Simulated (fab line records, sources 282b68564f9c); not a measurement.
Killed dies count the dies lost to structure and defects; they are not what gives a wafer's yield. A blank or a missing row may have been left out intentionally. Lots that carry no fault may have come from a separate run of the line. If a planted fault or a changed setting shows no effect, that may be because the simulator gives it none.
fab line records ; flow rit_cmos
record lots=5; wafers=27
route steps=202 shown SPACER@128 M1@192
start_h: start of the lot's first displayed wafer, in hours after the record's first day ; wait_h: time in hours since the lot's previous step ; " identical to the entry in the row above ; L1.1+2: a single row standing in for several wafers ; - value missing, or start not given ; * or withheld: withheld ; < > ~ a bound
route shown NAME@n: names a module that has steps shown in the file, with the first one's number in the route ; usual: mean/standard deviation taken from wafers without a fault ; same: alike in all rows ; chamber/n: place in a boat ; sites: the reading at each site ; _std_site: standard deviation of those values ; _edge_site: inner sites' mean taken away from outer sites' mean ; radius_mm: for every site, how far away it sits from the centre of the wafer ; mask NAME#n: copy n ; behind: the last tool/chamber to shape the wafer ; hold: reason for holding the lot/hours on hold/outcome of the hold ; device: the n, p or np transistor that did not switch ; end of line: tests run on the same wafers once the route is complete ; for a step that has no rows: nothing shown but its recipe ; killed: the dies lost at the first sort to structure and to defects; this is not the yield of the wafer ; map: dies across one wafer; x = killed, . = not, _ = none there
set.NAME: setting as actually run; set.NAME@STEP: the setting as run at that earlier step ; model.NAME: the simulator's own value behind a step, which no gauge read
lots where settings were altered on purpose, with a table for each step and a row for each wafer
## steps
# step RIT_SPACER_CVD_03
# recipe material=Si3N4; target_thk_nm=250; temp_c=810; precursor=SiH2Cl2/NH3; time_s=3300; pressure_mtorr=300; sih2cl2_flow_sccm=60; nh3_flow_sccm=150
lot.wafer;tool;chamber;start_h;wait_h;set.time_s;model.Si3N4_of_SPACER_CVD_03.thk_nm
L074.1;-;-;-;0.0;3806;287.8
L074.2+5;-;-;-;0.0;3806;288.1
L074.3;-;-;-;0.0;3806;287.7
L074.4;-;-;-;0.0;3806;285.4
L074.6;-;-;-;0.0;3806;287.6
L075.1;-;-;-;0.0;3300;248.5
L075.2+3;-;-;-;0.0;3300;251.2
L075.4;-;-;-;0.0;3300;248.7
L075.5;-;-;-;0.0;3300;248.9
L075.6;-;-;-;0.0;3300;250.5
L077.1;-;-;-;0.0;3300;251.5
L077.2;-;-;-;0.0;3300;250.7
L077.3;-;-;-;0.0;3300;251.9
L077.4;-;-;-;0.0;3300;252
L077.5;-;-;-;0.0;3300;251.3
L077.6;-;-;-;0.0;3300;249.6
L081.1;-;-;-;0.0;3300;247.6
L081.2;-;-;-;0.0;3300;249.8
L081.3;-;-;-;0.0;3300;247.5
L081.4+5;-;-;-;0.0;3300;247.8
L081.6;-;-;-;0.0;3300;246.3
L085.2;lpcvd-02;0;98.08;0.0;3300;253.1
L085.5;lpcvd-02;0;98.08;0.0;3300;251.4
L085.6;lpcvd-02;0;98.08;0.0;3300;251.9
# step RIT_SPACER_THK_MEAS_04
# recipe reads=Si3N4_of_SPACER_CVD_03
# usual SPACER_NITRIDE_THK=249.3/2.1
lot.wafer;tool;chamber;start_h;wait_h;set.time_s@SPACER_CVD_03;SPACER_NITRIDE_THK[nm]
L074.1;film_metro-02;-;-;-;3806;287.7
L074.2;film_metro-02;-;-;-;3806;287.9
L074.3;film_metro-02;-;-;-;3806;287.9
L074.4;film_metro-02;-;-;-;3806;285.0
L074.5;film_metro-02;-;-;-;3806;288.2
L074.6;film_metro-02;-;-;-;3806;287.8
L075.1;film_metro-02;-;-;-;3300;248.5
L075.2;film_metro-02;-;-;-;3300;251.0
L075.3;film_metro-02;-;-;-;3300;251.3
L075.4;film_metro-02;-;-;-;3300;248.6
L075.5;film_metro-02;-;-;-;3300;249.0
L075.6;film_metro-02;-;-;-;3300;250.5
L077.1;film_metro-02;-;-;-;3300;251.5
L077.2;film_metro-02;-;-;-;3300;250.6
L077.3;film_metro-02;-;-;-;3300;251.7
L077.4;film_metro-02;-;-;-;3300;251.9
L077.5;film_metro-02;-;-;-;3300;251.2
L077.6;film_metro-02;-;-;-;3300;249.8
L081.1;film_metro-04;-;-;-;3300;247.6
L081.2;film_metro-04;-;-;-;3300;249.8
L081.3;film_metro-04;-;-;-;3300;247.2
L081.4;film_metro-04;-;-;-;3300;247.9
L081.5;film_metro-04;-;-;-;3300;247.9
L081.6;film_metro-04;-;-;-;3300;246.5
L085.2;film_metro-02;-;100.00;0.0;3300;253.2
L085.5;film_metro-02;-;100.00;0.0;3300;251.2
L085.6;film_metro-02;-;100.00;0.0;3300;252.1
# step RIT_SPACER_ETCHBACK_05
# recipe target_depth_a=2500; SF6_flow_sccm=30; CHF3_flow_sccm=30; target=Si3N4; chemistry=SF6/CHF3; pressure_mtorr=40; rf_w=250; time_s=240; stop_on=SiO2
lot.wafer;tool;chamber;start_h;wait_h;set.time_s@SPACER_CVD_03;model.etch.depth_nm;model.Si3N4_of_SPACER_CVD_03.thk_nm
L074.1;rie_diel-04;3;45.05;0.1;3806;287.8;226
L074.2;rie_diel-04;1;45.05;0.1;3806;288.1;225.5
L074.3;rie_diel-04;0;45.05;0.1;3806;287.7;226.2
L074.4;rie_diel-04;2;45.05;0.1;3806;285.4;222.8
L074.5;rie_diel-04;0;45.05;0.1;3806;288.1;226.2
L074.6;rie_diel-04;1;45.05;0.1;3806;287.6;225.6
L075.1;rie_diel-03;3;50.12;0.1;3300;248.5;196.1
L075.2;rie_diel-03;0;50.12;0.1;3300;251.2;197.2
L075.3;rie_diel-03;0;50.12;0.1;3300;251.2;197.3
L075.4;rie_diel-03;3;50.12;0.1;3300;248.7;195.8
L075.5;rie_diel-03;0;50.12;0.1;3300;248.9;195.3
L075.6;rie_diel-03;3;50.12;0.1;3300;250.5;197.1
L077.1;rie_diel-04;2;61.57;0.1;3300;251.5;196.6
L077.2;rie_diel-04;0;61.57;0.1;3300;250.7;196.7
L077.3;rie_diel-04;3;61.57;0.1;3300;251.9;197.5
L077.4;rie_diel-04;0;61.57;0.1;3300;252;197.5
L077.5;rie_diel-04;2;61.57;0.1;3300;251.3;196.1
L077.6;rie_diel-04;3;61.57;0.1;3300;249.6;196.1
L081.1;rie_diel-02;3;81.17;0.1;3300;247.6;195
L081.2;rie_diel-02;0;81.17;0.1;3300;249.8;195.1
L081.3;rie_diel-02;1;81.17;0.1;3300;247.5;195
L081.4;rie_diel-02;1;81.17;0.1;3300;247.8;195.1
L081.5;rie_diel-02;3;81.17;0.1;3300;247.8;195
L081.6;rie_diel-02;0;81.17;0.1;3300;246.3;192.1
L085.2;rie_diel-04;1;100.05;0.0;3300;253.1;199
L085.5;rie_diel-04;2;100.05;0.0;3300;251.4;196.8
L085.6;rie_diel-04;1;100.05;0.0;3300;251.9;197.6
# step RIT_M1_DEVELOP_08
# recipe resist=NOVOLAK; develop_time_s=68; dev_temp_c=23
lot.wafer;tool;chamber;start_h;wait_h;set.develop_time_s
L074.1+2+3;litho_track-03;0;-;-;68
L074.4+5+6;litho_track-03;0;-;-;27.46
L075.1+4+6;litho_track-04;0;-;-;68
L075.2+3+5;litho_track-04;0;-;-;57.41
L077.1+3+4;litho_track-02;0;-;-;56.89
L077.2+5+6;litho_track-02;0;-;-;68
L081.1+3+4;litho_track-04;0;-;-;55.01
L081.2+5+6;litho_track-04;0;-;-;68
L085.2+5+6;litho_track-03;0;-;-;68
# step RIT_M1_CD_MEAS_09
# recipe target_cd_nm=2600
# usual cd_nm=2600.6/2.2
lot.wafer;tool;chamber;start_h;wait_h;set.develop_time_s@M1_DEVELOP_08;cd_nm
L074.1;cd_sem-02;-;53.32;-;68;2598.9
L074.2;cd_sem-02;-;53.32;-;68;2596.9
L074.3;cd_sem-02;-;53.32;-;68;2598.2
L074.4;cd_sem-02;-;53.32;-;27.46;2696.7
L074.5;cd_sem-02;-;53.32;-;27.46;2696.7
L074.6;cd_sem-02;-;53.32;-;27.46;2698.1
L075.1;cd_sem-02;-;58.75;-;68;2599.7
L075.2;cd_sem-02;-;58.75;-;57.41;2617.5
L075.3;cd_sem-02;-;58.75;-;57.41;2618.4
L075.4;cd_sem-02;-;58.75;-;68;2599.8
L075.5;cd_sem-02;-;58.75;-;57.41;2617.9
L075.6;cd_sem-02;-;58.75;-;68;2601.4
L077.1;cd_sem-01;-;69.70;-;56.89;2614.7
L077.2;cd_sem-01;-;69.70;-;68;2598.3
L077.3;cd_sem-01;-;69.70;-;56.89;2615.1
L077.4;cd_sem-01;-;69.70;-;56.89;2615.7
L077.5;cd_sem-01;-;69.70;-;68;2597.7
L077.6;cd_sem-01;-;69.70;-;68;2596.9
L081.1;cd_sem-01;-;89.92;-;55.01;2621.0
L081.2;cd_sem-01;-;89.92;-;68;2599.0
L081.3;cd_sem-01;-;89.92;-;55.01;2619.2
L081.4;cd_sem-01;-;89.92;-;55.01;2620.9
L081.5;cd_sem-01;-;89.92;-;68;2599.6
L081.6;cd_sem-01;-;89.92;-;68;2598.9
L085.2;cd_sem-02;-;108.87;-;68;2599.4
L085.5;cd_sem-02;-;108.87;-;68;2601.1
L085.6;cd_sem-02;-;108.87;-;68;2602.1
# step RIT_M1_HARDBAKE_11
# recipe resist=NOVOLAK; temp_c=140; time_s=120
# step RIT_M1_METAL_ETCH_12
# recipe stop_on=SiO2; chemistry=Cl2/BCl3; target=Al; time_s=165; over_etch_frac=0.5; pressure_mtorr=100; target_depth_a=6000; rf_w=250; Cl2_flow_sccm=60; bcl3_flow_sccm=50
lot.wafer;tool;chamber;start_h;wait_h;set.develop_time_s@M1_DEVELOP_08;model.M1.cd_nm
L074.1;rie_metal-02;0;53.73;0.2;68;2594
L074.2;rie_metal-02;1;53.73;0.2;68;2596
L074.3;rie_metal-02;1;53.73;0.2;68;2598
L074.4;rie_metal-02;0;53.73;0.2;27.46;2692
L074.5;rie_metal-02;1;53.73;0.2;27.46;2697
L074.6;rie_metal-02;0;53.73;0.2;27.46;2693
L075.1+4;rie_metal-01;0;59.16;0.2;68;2599
L075.2;rie_metal-01;1;59.16;0.2;57.41;2617
L075.3;rie_metal-01;1;59.16;0.2;57.41;2619
L075.5;rie_metal-01;1;59.16;0.2;57.41;2618
L075.6;rie_metal-01;0;59.16;0.2;68;2600
L077.1;rie_metal-02;1;70.11;0.2;56.89;2614
L077.2;rie_metal-02;0;70.11;0.2;68;2592
L077.3;rie_metal-02;0;70.11;0.2;56.89;2609
L077.4;rie_metal-02;1;70.11;0.2;56.89;2615
L077.5;rie_metal-02;0;70.11;0.2;68;2593
L077.6;rie_metal-02;1;70.11;0.2;68;2597
L081.1;rie_metal-01;1;90.33;0.2;55.01;2622
L081.2;rie_metal-01;0;90.33;0.2;68;2598
L081.3;rie_metal-01;0;90.33;0.2;55.01;2618
L081.4;rie_metal-01;1;90.33;0.2;55.01;2621
L081.5;rie_metal-01;1;90.33;0.2;68;2601
L081.6;rie_metal-01;0;90.33;0.2;68;2599
L085.2;rie_metal-03;0;109.25;0.2;68;2597
L085.5+6;rie_metal-03;1,0;109.25;0.2;68;2599
# step RIT_M1_STRIP_13
# recipe chemistry=nmp; resist=NOVOLAK; temp_c=80; time_s=600; dry=n2_spin
# step RIT_M1_STRIP_14
# recipe chemistry=O2; time_s=180; platen_temp_c=withheld; power_w=500; pressure_mtorr=4000; o2_flow_sccm=4000
# step RIT_M1_CD_MEAS_90
# recipe target_cd_nm=2600
# usual cd_nm=2598.9/2.7
lot.wafer;tool;chamber;start_h;wait_h;set.develop_time_s@M1_DEVELOP_08;cd_nm
L074.1;cd_sem-01;-;54.26;0.1;68;2594.1
L074.2;cd_sem-01;-;54.26;0.1;68;2596.2
L074.3;cd_sem-01;-;54.26;0.1;68;2597.6
L074.4;cd_sem-01;-;54.26;0.1;27.46;2691.8
L074.5;cd_sem-01;-;54.26;0.1;27.46;2696.8
L074.6;cd_sem-01;-;54.26;0.1;27.46;2693.0
L075.1;cd_sem-02;-;59.69;0.1;68;2598.8
L075.2;cd_sem-02;-;59.69;0.1;57.41;2616.9
L075.3;cd_sem-02;-;59.69;0.1;57.41;2619.4
L075.4;cd_sem-02;-;59.69;0.1;68;2598.6
L075.5;cd_sem-02;-;59.69;0.1;57.41;2618.0
L075.6;cd_sem-02;-;59.69;0.1;68;2599.4
L077.1;cd_sem-01;-;70.62;0.1;56.89;2613.4
L077.2;cd_sem-01;-;70.62;0.1;68;2592.4
L077.3;cd_sem-01;-;70.62;0.1;56.89;2609.1
L077.4;cd_sem-01;-;70.62;0.1;56.89;2615.6
L077.5;cd_sem-01;-;70.62;0.1;68;2592.9
L077.6;cd_sem-01;-;70.62;0.1;68;2596.4
L081.1;cd_sem-01;-;90.84;0.1;55.01;2621.6
L081.2;cd_sem-01;-;90.84;0.1;68;2598.3
L081.3;cd_sem-01;-;90.84;0.1;55.01;2618.4
L081.4;cd_sem-01;-;90.84;0.1;55.01;2620.6
L081.5;cd_sem-01;-;90.84;0.1;68;2600.9
L081.6;cd_sem-01;-;90.84;0.1;68;2599.1
L085.2;cd_sem-02;-;109.79;0.1;68;2597.3
L085.5;cd_sem-02;-;109.79;0.1;68;2598.7
L085.6;cd_sem-02;-;109.79;0.1;68;2599.1
## key
split step=RIT_SPACER_CVD_03; setting=time_s; stated=3300; by=lot
response step=RIT_SPACER_CVD_03; reading=model.Si3N4_of_SPACER_CVD_03.thk_nm; change=+2.44; per=1%; r=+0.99
response step=RIT_SPACER_THK_MEAS_04; reading=SPACER_NITRIDE_THK; change=+2.44; per=1%; r=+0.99
response step=RIT_SPACER_ETCHBACK_05; reading=model.etch.depth_nm; change=+2.44; per=1%; r=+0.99
response step=RIT_SPACER_ETCHBACK_05; reading=model.Si3N4_of_SPACER_CVD_03.thk_nm; change=+1.9; per=1%; r=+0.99
split step=RIT_M1_DEVELOP_08; setting=develop_time_s; stated=68; by=wafer
response step=RIT_M1_CD_MEAS_09; reading=cd_nm; change=-1.55; per=1%; r=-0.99
response step=RIT_M1_METAL_ETCH_12; reading=model.M1.cd_nm; change=-1.54; per=1%; r=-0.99
response step=RIT_M1_CD_MEAS_90; reading=cd_nm; change=-1.54; per=1%; r=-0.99
